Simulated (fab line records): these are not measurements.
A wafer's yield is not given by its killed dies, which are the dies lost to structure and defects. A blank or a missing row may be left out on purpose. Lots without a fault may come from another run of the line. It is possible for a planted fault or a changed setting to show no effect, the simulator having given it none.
What tool caused it? / flow rit cmos / 14 lots with 42 wafers sampled at 5 steps, on a route of 202 steps

== WHAT EACH GAUGE READ, for each wafer ==
RIT_ACTIVE_CD_MEAS_11: the cd target is 1400 nm.
lot=L450; measured=day 1 14:43; on=cd sem-02; cd nm (nm)=1399.2 1401.8 1401.4
lot=L451; measured=day 1 19:28; on=cd sem-02; cd nm (nm)=1403.8 1402.8 1403.2
lot=L452; measured=day 2 00:26; on=cd sem-01; cd nm (nm)=1400.5 1401.2 1400.6
lot=L453; measured=day 2 05:40; on=cd sem-01; cd nm (nm)=1398.2 1397.7 1397.9
lot=L455; measured=day 2 15:26; on=cd sem-02; cd nm (nm)=1402.0 1401.7 1401.7
lot=L456; measured=day 2 20:34; on=cd sem-01; cd nm (nm)=1399.4 1400.4 1400.9
lot=L457; measured=day 3 01:34; on=cd sem-01; cd nm (nm)=1399.0 1398.7 1399.4
lot=L458; measured=day 3 06:28; on=cd sem-02; cd nm (nm)=1401.5 1404.0 1400.5
lot=L460; measured=day 3 16:26; on=cd sem-01; cd nm (nm)=1395.7 1397.0 1397.8
lot=L462; measured=day 4 02:35; on=cd sem-01; cd nm (nm)=1404.4 1403.1 1403.7
lot=L468; measured=day 5 10:52; on=cd sem-02; cd nm (nm)=1401.2 1403.9 1402.1
lot=L469; measured=day 5 14:32; on=cd sem-01; cd nm (nm)=1400.3 1396.6 1395.7
lot=L470; measured=day 5 19:26; on=cd sem-01; cd nm (nm)=1398.5 1400.0 1398.4
lot=L472; measured=day 6 05:28; on=cd sem-01; cd nm (nm)=1398.6 1400.1 1401.2

RIT_FOX2_THK_MEAS_90.
lot=L450; measured=day 1 20:19; on=film metro-03; FIELD_OXIDE_LEFT_1_THK (nm)=324 332 326
lot=L451; measured=day 2 00:17; on=film metro-03; FIELD_OXIDE_LEFT_1_THK (nm)=313 317 315
lot=L452; measured=day 2 06:12; on=film metro-03; FIELD_OXIDE_LEFT_1_THK (nm)=330 330 326
lot=L453; measured=day 2 10:59; on=film metro-01; FIELD_OXIDE_LEFT_1_THK (nm)=323 326 329
lot=L455; measured=day 2 20:20; on=film metro-01; FIELD_OXIDE_LEFT_1_THK (nm)=323 323 322
lot=L456; measured=day 3 02:33; on=film metro-02; FIELD_OXIDE_LEFT_1_THK (nm)=318 315 319
lot=L457; measured=day 3 06:20; on=film metro-01; FIELD_OXIDE_LEFT_1_THK (nm)=309 311 306
lot=L458; measured=day 3 12:26; on=film metro-03; FIELD_OXIDE_LEFT_1_THK (nm)=323 328 320
lot=L460; measured=day 3 21:47; on=film metro-02; FIELD_OXIDE_LEFT_1_THK (nm)=314 309 310
lot=L462; measured=day 4 07:24; on=film metro-01; FIELD_OXIDE_LEFT_1_THK (nm)=323 323 318
lot=L468; measured=day 5 19:06; on=film metro-01; FIELD_OXIDE_LEFT_1_THK (nm)=317 315 320
lot=L469; measured=day 5 22:17; on=film metro-02; FIELD_OXIDE_LEFT_1_THK (nm)=321 320 323
lot=L470; measured=day 6 01:06; on=film metro-03; FIELD_OXIDE_LEFT_1_THK (nm)=334 323 320
lot=L472; measured=day 6 14:32; on=film metro-03; FIELD_OXIDE_LEFT_1_THK (nm)=319 323 315

RIT_FOX2_THK_MEAS_91.
lot=L450; measured=day 2 08:41; on=film metro-01; FIELD_OXIDE_LEFT_2_THK (nm)=256 264 258
lot=L451; measured=day 2 13:19; on=film metro-01; FIELD_OXIDE_LEFT_2_THK (nm)=244 249 246
lot=L452; measured=day 2 18:34; on=film metro-03; FIELD_OXIDE_LEFT_2_THK (nm)=263 263 259
lot=L453; measured=day 2 23:43; on=film metro-01; FIELD_OXIDE_LEFT_2_THK (nm)=254 257 260
lot=L455; measured=day 3 08:54; on=film metro-01; FIELD_OXIDE_LEFT_2_THK (nm)=255 254 252
lot=L456; measured=day 3 15:16; on=film metro-03; FIELD_OXIDE_LEFT_2_THK (nm)=250 247 250
lot=L457; measured=day 3 19:13; on=film metro-03; FIELD_OXIDE_LEFT_2_THK (nm)=243 244 239
lot=L458; measured=day 4 01:26; on=film metro-03; FIELD_OXIDE_LEFT_2_THK (nm)=256 260 252
lot=L460; measured=day 4 10:37; on=film metro-02; FIELD_OXIDE_LEFT_2_THK (nm)=245 241 242
lot=L462; measured=day 4 20:02; on=film metro-03; FIELD_OXIDE_LEFT_2_THK (nm)=255 256 250
lot=L468; measured=day 6 07:38; on=film metro-03; FIELD_OXIDE_LEFT_2_THK (nm)=250 247 253
lot=L469; measured=day 6 10:40; on=film metro-03; FIELD_OXIDE_LEFT_2_THK (nm)=252 251 255
lot=L470; measured=day 6 14:19; on=film metro-01; FIELD_OXIDE_LEFT_2_THK (nm)=265 255 252
lot=L472; measured=day 7 05:22; on=film metro-02; FIELD_OXIDE_LEFT_2_THK (nm)=251 255 246

RIT_REOX_THK_MEAS_04.
lot=L450; measured=day 2 17:08; on=film metro-03; REOX_OXIDE_THK (nm)=25.3 25.1 24.9
lot=L451; measured=day 2 22:00; on=film metro-01; REOX_OXIDE_THK (nm)=26.1 26.3 25.7
lot=L452; measured=day 3 03:28; on=film metro-01; REOX_OXIDE_THK (nm)=24.5 24.5 24.1
lot=L453; measured=day 3 07:49; on=film metro-01; REOX_OXIDE_THK (nm)=25.1 25.0 25.2
lot=L455; measured=day 3 18:30; on=film metro-04; REOX_OXIDE_THK (nm)=24.9 24.6 24.9
lot=L456; measured=day 3 23:01; on=film metro-03; REOX_OXIDE_THK (nm)=24.7 24.8 24.6
lot=L457; measured=day 4 02:57; on=film metro-04; REOX_OXIDE_THK (nm)=25.1 24.5 25.0
lot=L458; measured=day 4 09:43; on=film metro-01; REOX_OXIDE_THK (nm)=24.6 24.8 24.9
lot=L460; measured=day 4 19:11; on=film metro-03; REOX_OXIDE_THK (nm)=24.9 25.2 25.0
lot=L462; measured=day 5 07:10; on=film metro-03; REOX_OXIDE_THK (nm)=25.2 25.3 25.3
lot=L468; measured=day 6 21:10; on=film metro-04; REOX_OXIDE_THK (nm)=30.8 31.3 31.0
lot=L469; measured=day 6 21:10; on=film metro-01; REOX_OXIDE_THK (nm)=30.1 30.3 30.1
lot=L470; measured=day 7 02:35; on=film metro-04; REOX_OXIDE_THK (nm)=25.9 26.2 25.7
lot=L472; measured=day 7 14:20; on=film metro-03; REOX_OXIDE_THK (nm)=25.1 24.4 24.9

== EACH LOT AND THE TOOL THAT RAN IT (in order: tool; ch and the chambers of the sampled wafers; start) ==
lot=L450; RIT_REOX_OXIDATION_03=furnace-03 ch 0, day 2 14:34
lot=L451; RIT_REOX_OXIDATION_03=furnace-03 ch 0, day 2 19:26
lot=L452; RIT_REOX_OXIDATION_03=furnace-03 ch 0, day 3 00:55
lot=L453; RIT_REOX_OXIDATION_03=furnace-02 ch 0, day 3 05:15
lot=L455; RIT_REOX_OXIDATION_03=furnace-04 ch 0, day 3 15:57
lot=L456; RIT_REOX_OXIDATION_03=furnace-02 ch 0, day 3 20:28
lot=L457; RIT_REOX_OXIDATION_03=furnace-02 ch 0, day 4 00:24
lot=L458; RIT_REOX_OXIDATION_03=furnace-04 ch 0, day 4 07:09
lot=L460; RIT_REOX_OXIDATION_03=furnace-03 ch 0, day 4 16:38
lot=L462; RIT_REOX_OXIDATION_03=furnace-03 ch 0, day 5 04:37
lot=L468; RIT_REOX_OXIDATION_03=furnace-03 ch 0, day 6 18:37
lot=L469; RIT_REOX_OXIDATION_03=furnace-03 ch 0, day 6 18:37
lot=L470; RIT_REOX_OXIDATION_03=furnace-04 ch 0, day 7 00:02
lot=L472; RIT_REOX_OXIDATION_03=furnace-04 ch 0, day 7 11:47
- RIT_REOX_OXIDATION_03: target thk 25.2 nm, ox time 5580 s.

== WHAT THE TOOLS THEMSELVES READ (means of the sampled wafers that have a number; where no wafer has one, the mark that the record gives instead) ==
RIT_REOX_OXIDATION_03.
lot=L450; tool=furnace-03; spike tc centre C (C)=903.4; spike tc load C (C)=922.2; spike tc source C (C)=923.1; tube center temp C (C)=900; tube_center_temp_C_max=902.2
lot=L451; tool=furnace-03; spike tc centre C (C)=903.0; spike tc load C (C)=923.2; spike tc source C (C)=922.8; tube center temp C (C)=900; tube_center_temp_C_max=902.4
lot=L452; tool=furnace-03; spike tc centre C (C)=902.4; spike tc load C (C)=923.0; spike tc source C (C)=924.1; tube center temp C (C)=900; tube_center_temp_C_max=902.4
lot=L453; tool=furnace-02; spike tc centre C (C)=902.2; spike tc load C (C)=920.5; spike tc source C (C)=927.7; tube center temp C (C)=900; tube_center_temp_C_max=901.8
lot=L455; tool=furnace-04; spike tc centre C (C)=902.6; spike tc load C (C)=922.7; spike tc source C (C)=925.5; tube center temp C (C)=900; tube_center_temp_C_max=901.7
lot=L456; tool=furnace-02; spike tc centre C (C)=901.7; spike tc load C (C)=921.1; spike tc source C (C)=927.2; tube center temp C (C)=900; tube_center_temp_C_max=902.4
lot=L457; tool=furnace-02; spike tc centre C (C)=902.0; spike tc load C (C)=920.1; spike tc source C (C)=928.2; tube center temp C (C)=900; tube_center_temp_C_max=902.2
lot=L458; tool=furnace-04; spike tc centre C (C)=904.3; spike tc load C (C)=923.0; spike tc source C (C)=926.2; tube center temp C (C)=900; tube_center_temp_C_max=902.4
lot=L460; tool=furnace-03; spike tc centre C (C)=903.5; spike tc load C (C)=922.8; spike tc source C (C)=923.5; tube center temp C (C)=900; tube_center_temp_C_max=902.3
lot=L462; tool=furnace-03; spike tc centre C (C)=904.4; spike tc load C (C)=922.5; spike tc source C (C)=924.1; tube center temp C (C)=900; tube_center_temp_C_max=902.5
lot=L468; tool=furnace-03; spike tc centre C (C)=923.9; spike tc load C (C)=942.9; spike tc source C (C)=943.1; tube center temp C (C)=920; tube_center_temp_C_max=922.3
lot=L469; tool=furnace-03; spike tc centre C (C)=923.5; spike tc load C (C)=943.5; spike tc source C (C)=943.5; tube center temp C (C)=920; tube_center_temp_C_max=922.7
lot=L470; tool=furnace-04; spike tc centre C (C)=902.9; spike tc load C (C)=923.1; spike tc source C (C)=925.6; tube center temp C (C)=900; tube_center_temp_C_max=901.9
lot=L472; tool=furnace-04; spike tc centre C (C)=902.8; spike tc load C (C)=922.9; spike tc source C (C)=925.3; tube center temp C (C)=900; tube_center_temp_C_max=902.0

== THE ANSWER, worked out from the rows above alone ==
Rule: the usual values come from the lots themselves. Put in order of their means at a reading, lots are off if they are a third of the lots or fewer, leave a main group of 4 or more, and stand apart from it by a gap of 3 or more times the standard deviation of the main group's means; of several such gaps the widest counts. A main group whose means are all the same, to the digits that the tables above print for the reading, isn't used. A lot without any number at a reading at which 4 lots or more have one is off too. Where the step has rows for the other lots, those lots are counted as sound. Order of review: gauges by route order, followed by the tools' own readings, for which a lot's mean as printed above is used. The first step at which some lot is off is used, and at that step the reading that is off furthest; a lot without a number counts as furthest.
Off: L468, L469, seen at RIT_REOX_THK_MEAS_04 (REOX_OXIDE_THK). The main group: mean 25.1 nm, standard deviation 0.47.
If a tool, at a process step before that reading, ran all the lots that are off and no sound lot after the first of them, it fits. Not tried: the gauges at RIT_REOX_THK_MEAS_04; whatever is off there is also off at RIT_REOX_OXIDATION_03, on other tools, and gauge error can't account for it. One fits: RIT_REOX_OXIDATION_03 on furnace-03. A fault onset in the window from L462 (day 5 04:37, its last sound lot) to L468 (day 6 18:37, its first lot off) fits.
The tool's own readings at RIT_REOX_OXIDATION_03 bear it out: on the lots that are off they differ by more than 5 times the standard deviation of the sound lots' means. spike tc centre C reads 923.7 C there against 902.9 C on the sound lots; spike tc load C reads 943.2 C there against 922.3 C on the sound lots; spike tc source C reads 943.3 C there against 925.3 C on the sound lots; tube center temp C reads 920 C there against 900 C on the sound lots; tube_center_temp_C_max reads 922.5 there against 902.2 on the sound lots.

== WHAT THE SIMULATOR PUT IN ==
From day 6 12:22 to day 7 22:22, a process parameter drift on furnace-03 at RIT_REOX_OXIDATION_03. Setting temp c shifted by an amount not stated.
Shown lots that were struck: L468, L469. The rule above found the same.
